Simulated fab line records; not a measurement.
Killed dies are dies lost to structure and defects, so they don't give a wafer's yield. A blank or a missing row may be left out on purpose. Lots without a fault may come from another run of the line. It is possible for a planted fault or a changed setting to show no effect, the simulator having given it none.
A single fault, viewed from 2 desks + flow berkeley-cmos170 + numbers are kept per desk, each desk with only its own; the story behind them comes last

== FROM THE METROLOGY DESK ==
Means of the sampled wafers that have a number, per lot and without regard to the tool the lot ran on: this is what the gauges read. If a lot's mean is further than 4 standard deviations from the usual mean, the lot is out of limits and carries the mark OUT (the distance appears in the brackets).
Columns: A = cd-nm at UCB170_M1_CD_MEAS_09, usual 699.9 nm; B = cd-nm at UCB170_M1_CD_MEAS_90, usual 699.8 nm; C = V1_POLISHED_THK at UCB170_V1_THK_MEAS_04, usual 1000.0 nm; D = cd-nm at UCB170_M2_CD_MEAS_15, usual 700.1 nm; E = V2_BOW at UCB170_V2_BOW_MEAS_03, usual 36 um
| lot  | first seen here | A               | B               | C      | D     | E  |
|------|-----------------|-----------------|-----------------|--------|-------|----|
| L999 | day 9 07:34     | 699.3           | 698.5           | 999.0  | 700.4 | 35 |
| L997 | day 9 07:38     | 699.1           | 697.8           | 1001.3 | 700.4 | 41 |
| L998 | day 9 07:50     | 699.5           | 699.1           | 1000.2 | 702.0 | 39 |
| L100 | day 9 17:17     | 701.4           | 701.1           | 999.9  | 700.9 | 31 |
| L103 | day 10 04:10    | 696.9           | 696.3           | 998.7  | 699.4 | 30 |
| L101 | day 10 04:14    | 700.4           | 700.8           | 1000.9 | 700.4 | 33 |
| L104 | day 10 13:20    | 700.8           | 700.5           | 999.7  | 701.5 | 34 |
| L107 | day 10 22:10    | 700.9           | 701.3           | 1000.4 | 700.3 | 35 |
| L106 | day 10 22:25    | 674.7 (-19) OUT | 673.4 (-13) OUT | 999.4  | 702.2 | 29 |
| L108 | day 11 10:02    | 675.9 (-18) OUT | 674.9 (-12) OUT | 1000.4 | 701.0 | 35 |
| L109 | day 11 11:48    | 701.2           | 703.0           | 998.9  | 699.7 | 36 |
| L113 | day 11 17:14    | 700.4           | 702.4           | 998.7  | 699.4 | 28 |
| L114 | day 12 16:59    | 699.9           | 697.4           | 999.6  | 700.7 | 44 |
| L117 | day 13 00:11    | 699.4           | 698.6           | 999.7  | 700.5 | 36 |
This desk finds L106, L108 out of limits, L106 being first, at day 10 22:25 (cd-nm at UCB170_M1_CD_MEAS_09). L999, L997, L998, L100, L103, L101, L104, L107, L109, L113, L114, L117 stayed within limits.

== FOR THE TOOL OWNER'S DESK: litho-track-02 ==
The tool's own readings at UCB170_M1_COAT_04 (resist thk 900 nm): means of the sampled wafers that have a number, for each lot that ran on this tool. If a lot's mean is further than 4 standard deviations from the usual mean, the lot is out of limits and carries the mark OUT (the distance appears in the brackets).
Columns: A = exhaust-pa at UCB170_M1_COAT_04, usual 45.0 Pa
| lot  | first seen here | A    |
|------|-----------------|------|
| L997 | day 9 05:00     | 45.7 |
| L100 | day 9 16:00     | 45.4 |
| L103 | day 10 03:00    | 45.0 |
| L106 | day 10 21:00    | 44.6 |
| L108 | day 11 09:00    | 43.8 |
Result from this desk: across the 5 lots, nothing is out of limits.

== PUT TOGETHER ==
Metrology desk: alarm possible at day 10 22:25 on L106, L108.
The desk of the tool owner found nothing out of limits.
Tool owner's desk: L106, L108 on record, inside its limits.
On litho-track-02, each named lot ran UCB170_M1_COAT_04.

== WHAT THE SIMULATOR HAD INSERTED ==
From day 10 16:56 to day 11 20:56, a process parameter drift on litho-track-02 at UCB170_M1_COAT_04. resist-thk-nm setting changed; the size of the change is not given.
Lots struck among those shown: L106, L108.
Hours from the fault's start to each desk's first reading out of limits: the metrology desk, 5.
